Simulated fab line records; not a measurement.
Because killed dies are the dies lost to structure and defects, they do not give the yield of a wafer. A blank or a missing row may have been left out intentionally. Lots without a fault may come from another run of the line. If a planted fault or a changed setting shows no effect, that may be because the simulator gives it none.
Chamber matching -- flow berkeley-cmos170 -- cmp-02 running UCB170_V1_CMP_02: 4 sister chambers
The step polishes SiO2. 8 wafers are shown with their chamber, then 7 later ones without.

== EACH WAFER AND ITS CHAMBER ==
wafer,chamber,motor-current-A (A),retaining-ring-pressure-frac
L749.1,1,16.0,1.000
L747.3,1,17.3,0.995
L747.4,3,14.4,0.999
L753.2,3,14.3,0.999
L753.4,0,16.5,0.999
L753.5,2,14.3,1.003
L754.1,0,17.2,1.008
L754.5,2,15.3,1.002

== WAFERS WITH NO CHAMBER GIVEN ==
wafer,motor-current-A (A),retaining-ring-pressure-frac
L754.6,13.6,0.996
L758.2,16.4,0.999
L758.3,14.4,1.015
L758.6,17.3,0.999
L767.2,14.6,0.992
L767.3,17.2,0.998
L767.6,14.5,0.998

== WHICH CHAMBER EACH WENT THROUGH ==
wafer,from the rows above,in truth
L754.6,can't be placed: 3 or 2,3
L758.2,can't be placed: 1 or 0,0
L758.3,can't be placed: 2 or 3 or 0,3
L758.6,can't be placed: 1 or 0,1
L767.2,can't be placed: 3 or 2 or 1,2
L767.3,can't be placed: 1 or 0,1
L767.6,can't be placed: 3 or 2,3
Placed correctly: 0 of 7. These rows do not allow placing 7 (true chamber among the candidates in 7). Placed wrongly: 0.
How it was worked out, from the rows above alone: a wafer's distance from a chamber is the root of the sum, over the readings, of the square of ((its reading less the chamber's mean) divided by the reading's scatter). The wafer belongs to the nearest chamber; if the next one is less than 2 further off, it can't be placed. Each chamber's mean is taken over the wafers shown for it. How the scatter is found: for the shown wafers, subtract from each reading the mean of its chamber, square and add these, divide the total by (wafers less chambers), then take the root.
